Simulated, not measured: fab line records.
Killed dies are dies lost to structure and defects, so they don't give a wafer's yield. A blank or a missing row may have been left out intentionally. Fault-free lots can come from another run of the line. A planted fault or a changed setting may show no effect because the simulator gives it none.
Which tool was responsible? | flow berkeley-cmos170 | Sampling: 15 lots, 45 wafers, 4 of 331 route steps

== WHAT THE GAUGES READ, wafer by wafer ==
UCB170_WELLDRIVE_THK_MEAS_02. Usual: WELLDRIVE_OXIDE_THK typically reads 200 nm, with standard deviation 3.4.
lot  | measured    | on            | WELLDRIVE_OXIDE_THK (nm) | flag
L609 | day 4 02:43 | film-metro-03 | 200 197 200              |
L610 | day 4 08:50 | film-metro-02 | 200 198 197              |
L612 | day 4 19:46 | film-metro-04 | 199 196 199              |
L614 | day 5 01:40 | film-metro-04 | 198 201 202              |
L615 | day 5 05:26 | film-metro-04 | 193 200 197              |
L617 | day 5 13:37 | film-metro-03 | 201 202 206              |
L618 | day 5 20:07 | film-metro-02 | 195 192 194              |
L620 | day 6 07:37 | film-metro-04 | 198 201 199              |
L621 | day 6 16:47 | film-metro-03 | 198 199 198              |
L622 | day 6 16:47 | film-metro-04 | 202 196 202              |
L625 | day 7 13:01 | film-metro-02 | 204 202 201              |
L626 | day 7 13:02 | film-metro-04 | 201 202 203              |
L627 | day 8 07:21 | film-metro-03 | 194 199 200              |
L628 | day 8 07:21 | film-metro-04 | 203 199 202              |
L630 | day 8 23:16 | film-metro-04 | 202 201 206              |

UCB170_CONTACT_CD_MEAS_90 targets a cd of 700 nm. Usual: cd-nm reads 700.5 nm (standard deviation 1.6).
lot  | measured     | on        | cd-nm (nm)        | flag
L609 | day 8 23:20  | cd-sem-01 | 700.7 700.7 700.7 |
L610 | day 8 23:48  | cd-sem-02 | 699.7 699.7 699.5 |
L612 | day 9 01:23  | cd-sem-02 | 698.4 699.9 699.6 |
L614 | day 10 04:46 | cd-sem-01 | 698.6 698.5 699.6 |
L615 | day 10 07:57 | cd-sem-02 | 698.7 698.4 699.3 |
L617 | day 10 16:40 | cd-sem-02 | 703.3 702.7 701.5 |
L618 | day 10 16:47 | cd-sem-02 | 700.7 700.3 699.5 |
L620 | day 11 03:48 | cd-sem-01 | 700.4 699.7 701.0 |
L621 | day 11 19:18 | cd-sem-02 | 703.2 704.5 703.9 |
L622 | day 11 19:36 | cd-sem-02 | 698.7 701.4 701.4 |
L625 | day 12 18:38 | cd-sem-01 | 698.3 698.6 699.2 |
L626 | day 12 16:31 | cd-sem-01 | 698.8 699.6 698.5 |
L627 | day 13 06:16 | cd-sem-02 | 699.3 702.2 701.0 |
L628 | day 13 05:38 | cd-sem-01 | 698.9 701.0 697.6 |
L630 | day 13 13:15 | cd-sem-02 | 702.4 702.0 701.5 |

== WHICH TOOL RAN EACH LOT (tool, then ch and the chambers of the sampled wafers, then the start) ==
lot  | UCB170_PLDD_IMPLANT_08          | UCB170_CONTACT_ETCH_18
L609 | implanter-01 ch 0, day 7 23:21  | rie-diel-04 ch 0,2, day 8 23:20 or earlier
L610 | implanter-02 ch 0, day 7 23:40  | rie-diel-03 ch 1,2, day 8 23:48 or earlier
L612 | implanter-02 ch 0, day 8 08:04  | rie-diel-02 ch 1,2,3, day 9 01:23 or earlier
L614 | implanter-03 ch 0, day 9 08:24  | rie-diel-02 ch 1,2,3, day 10 04:46 or earlier
L615 | implanter-03 ch 0, day 9 09:15  | rie-diel-02 ch 0,3, day 10 07:57 or earlier
L617 | implanter-02 ch 0, day 9 17:25  | rie-diel-04 ch 1,2,3, day 10 16:40 or earlier
L618 | implanter-03 ch 0, day 9 21:26  | rie-diel-02 ch 1,2,3, day 10 16:47 or earlier
L620 | implanter-03 ch 0, day 10 06:56 | rie-diel-04 ch 1,2,3, day 11 03:48 or earlier
L621 | implanter-03 ch 0, day 10 20:44 | rie-diel-03 ch 0,3, day 11 19:18 or earlier
L622 | implanter-01 ch 0, day 10 21:02 | rie-diel-04 ch 0,1,3, day 11 19:36 or earlier
L625 | implanter-01 ch 0, day 11 20:38 | rie-diel-03 ch 0,2,3, day 12 18:38 or earlier
L626 | implanter-02 ch 0, day 11 20:16 | rie-diel-04 ch 1,2,3, day 12 16:31 or earlier
L627 | implanter-02 ch 0, day 12 08:26 | rie-diel-04 ch 0,2, day 13 06:16 or earlier
L628 | implanter-02 ch 0, day 12 07:47 | rie-diel-03 ch 0,2,3, day 13 05:38 or earlier
L630 | implanter-02 ch 0, day 12 16:01 | rie-diel-03 ch 0,1, day 13 13:15 or earlier
- UCB170_PLDD_IMPLANT_08
- UCB170_CONTACT_ETCH_18: etches PSG in CHF3/CF4/Ar, stops on TiSi2, target depth 840 nm, time 195 s.

== WHAT THE TOOLS THEMSELVES READ (means of the sampled wafers that have a number; where no wafer has one, the mark that the record gives instead) ==
UCB170_PLDD_IMPLANT_08. Usual: beam-energy-keV 9.9993, standard deviation 0.0025; beam-on-s 10.4 s, standard deviation 0.6; faraday-current-uA 152, standard deviation 8.4.
lot  | tool         | beam-energy-keV | beam-on-s (s) | faraday-current-uA | flag
L609 | implanter-01 | 10.0017         | 10.1          | 157                |
L610 | implanter-02 | 10.0010         | 10.2          | 156                |
L612 | implanter-02 | 9.9975          | 9.9           | 160                |
L614 | implanter-03 | 9.9999          | 11.0          | 145                |
L615 | implanter-03 | 9.9990          | 11.4          | 140                |
L617 | implanter-02 | 9.9993          | 10.1          | 158                |
L618 | implanter-03 | 9.1310          | 12.9          | 123                | OFF
L620 | implanter-03 | 9.1328          | 12.9          | 123                | OFF
L621 | implanter-03 | 9.1319          | 12.6          | 126                | OFF
L622 | implanter-01 | 10.0008         | 9.8           | 161                |
L625 | implanter-01 | 9.9984          | 10.1          | 158                |
L626 | implanter-02 | 9.9957          | 10.1          | 158                |
L627 | implanter-02 | 10.0019         | 10.0          | 159                |
L628 | implanter-02 | 9.9988          | 10.2          | 156                |
L630 | implanter-02 | 9.9975          | 10.1          | 157                |

UCB170_CONTACT_ETCH_18. Usual: drypump-motor-current-A 5.9 A, standard deviation 0.37; oes-product-au 0.890 a.u., standard deviation 0.018; throttle-valve-pct 6.92 %, standard deviation 0.097.
lot  | tool        | drypump-motor-current-A (A) | oes-product-au (a.u.) | throttle-valve-pct (%) | flag
L609 | rie-diel-04 | 5.9                         | 0.900                 | 6.89                   |
L610 | rie-diel-03 | 5.8                         | 0.887                 | 6.94                   |
L612 | rie-diel-02 | 5.9                         | 0.879                 | 6.94                   |
L614 | rie-diel-02 | 5.8                         | 0.877                 | 6.94                   |
L615 | rie-diel-02 | 5.5                         | 0.897                 | 6.85                   |
L617 | rie-diel-04 | 6.4                         | 0.893                 | 6.91                   |
L618 | rie-diel-02 | 5.8                         | 0.879                 | 6.94                   |
L620 | rie-diel-04 | 6.4                         | 0.891                 | 6.90                   |
L621 | rie-diel-03 | 5.9                         | 0.883                 | 6.89                   |
L622 | rie-diel-04 | 6.2                         | 0.897                 | 6.98                   |
L625 | rie-diel-03 | 6.0                         | 0.880                 | 6.94                   |
L626 | rie-diel-04 | 6.4                         | 0.893                 | 6.91                   |
L627 | rie-diel-04 | 6.1                         | 0.906                 | 6.80                   |
L628 | rie-diel-03 | 6.0                         | 0.876                 | 6.96                   |
L630 | rie-diel-03 | 5.6                         | 0.878                 | 6.95                   |

== THE ANSWER, worked out from the rows above alone ==
Rule: a lot counts as off when the mean over its wafers that have a number is more than 3 standard deviations away from the usual mean. Also off: a lot with no number at a reading for which 4 or more lots have one. Any other lot the step has rows for is counted as sound. Order of review: gauges by route order, followed by the tools' own readings, for which a lot's mean as printed above is used. The first step at which some lot is off is used, and at that step the reading that is off furthest; a lot without a number counts as furthest.
Off, at UCB170_PLDD_IMPLANT_08 on beam-energy-keV: L618, L620, L621.
A tool fits if, at that step or a process step before it, it ran every lot that is off, and no sound lot after the first of them. One fits: implanter-03 at UCB170_PLDD_IMPLANT_08. Its last sound lot is L615 (day 9 09:15), its first lot that is off L618 (day 9 21:26): a fault that began between those two fits.
The tool's own readings at UCB170_PLDD_IMPLANT_08 bear it out: on the lots that are off they differ by more than 5 times the standard deviation of the sound lots' means. beam-energy-keV reads 9.1319 there against 9.9993 on the sound lots; beam-on-s reads 12.8 s there against 10.2 s on the sound lots; faraday-current-uA reads 124 there against 155 on the sound lots.

== WHAT THE SIMULATOR HAD PUT IN ==
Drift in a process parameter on implanter-03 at UCB170_PLDD_IMPLANT_08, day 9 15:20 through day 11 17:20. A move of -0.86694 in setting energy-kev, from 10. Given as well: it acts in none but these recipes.
Lots struck among those shown: L618, L620, L621. The rule above reached the same finding.
